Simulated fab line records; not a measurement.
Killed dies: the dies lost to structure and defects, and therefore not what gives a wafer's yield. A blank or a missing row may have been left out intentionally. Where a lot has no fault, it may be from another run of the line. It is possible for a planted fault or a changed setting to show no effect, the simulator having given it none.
Struck lot and sound lot, side by side | flow berkeley-cmos170 | 14 steps out of a route of 331
Sound: wafers L904.1, L904.2, L904.6. Wafers struck: L896.2, L896.3, L896.6. The cause comes at the end.
At each step with rows: each side's tool, then ch and its chambers, then its first start. Under that, the readings that differ: sound wafers | struck wafers | difference of the means | sigmas: that difference in standard deviations of wafers without a fault.
alike: readings with means less than 2 such deviations apart, plus words and numbers identical on both sides. not compared: withheld readings, readings lacking a value on some wafer, bounds such as >300 that could conceal the same value, and numbers that have no deviation in the record and whose values overlap.
A row with sigmas, a row that says differs or no value, or rows on one side alone: a step with any of these is where the two part. Non-overlapping numbers with no deviation appear without sigmas and do not part them. Lack of a reading on every wafer of one side parts them only where that side has two or more wafers.

first, 3 steps without rows for these wafers: UCB170_NSD_EXPOSE_03 (exposes mask NSELECT MOD, target cd 1200 nm); UCB170_NSD_PEB_04; UCB170_NSD_DEVELOP_05 (develop time 45 s).
UCB170_NSD_CD_MEAS_06: the cd target is 1200 nm.
  sound on cd-sem-01 at day 10 01:32; struck on cd-sem-01 at day 9 00:59
  alike: cd-nm
UCB170_NSD_OVL_MEAS_07:
  sound on overlay-01 at day 10 01:39; struck on overlay-01 at day 9 01:05
  alike: NSD_OVL
following that, these wafers have no rows for 1 step: UCB170_NSD_IMPLANT_08.
UCB170_NSD_STRIP_09: strips in O2.
  sound on plasma-asher-04 ch 0,1, day 10 01:50; struck on plasma-asher-03 ch 0, day 9 01:16
  reading                      | sound             | struck            | difference | sigmas
  strip-time-to-endpoint-s (s) | 35.87 36.00 35.96 | 35.82 35.76 35.74 | -0.17      | -2
  alike: chamber-pressure-mTorr, drypump-motor-current-A, oes-product-au
  not compared: rf-hours-counter-h
UCB170_NSD_TW_MEAS_10:
  sound on film-metro-04 at day 10 01:56; struck on film-metro-04 at day 9 01:23
  alike: NSD_TW
then, 4 steps without rows for these wafers: UCB170_NSD_CLEAN_11 (cleans in SPM, time 600 s); UCB170_BACKSIDE_HMDS_00 (prime time 60 s); UCB170_BACKSIDE_COAT_01 (resist thk 900 nm); UCB170_BACKSIDE_SOFTBAKE_02 (time 60 s).
UCB170_BACKSIDE_STRIP_03: strips in O2.
  sound on plasma-asher-03 ch 0,1, day 10 03:20; struck on plasma-asher-03 ch 0,1, day 9 03:33
  no value came back on the struck wafers for chamber-pressure-mTorr (mTorr), drypump-motor-current-A (A), oes-product-au (a.u.), strip-time-to-endpoint-s (s); on the sound wafers chamber-pressure-mTorr (mTorr) reads 3503 3501 3494
  reading                                   | sound | struck            | difference | sigmas
  model.KrF_of_BACKSIDE_COAT_01.thk-nm (nm) | 0 0 0 | 900.8 900.5 901.9 | +901.1     |
  not compared: rf-hours-counter-h
then, 1 step without rows for these wafers: UCB170_BACKSIDE_CLEAN_04 (cleans in SPM, time 600 s).

WHERE THEY PART
At UCB170_NSD_STRIP_09 first; at UCB170_BACKSIDE_STRIP_03 last (within this record only).

WHY: whatever the simulator had introduced
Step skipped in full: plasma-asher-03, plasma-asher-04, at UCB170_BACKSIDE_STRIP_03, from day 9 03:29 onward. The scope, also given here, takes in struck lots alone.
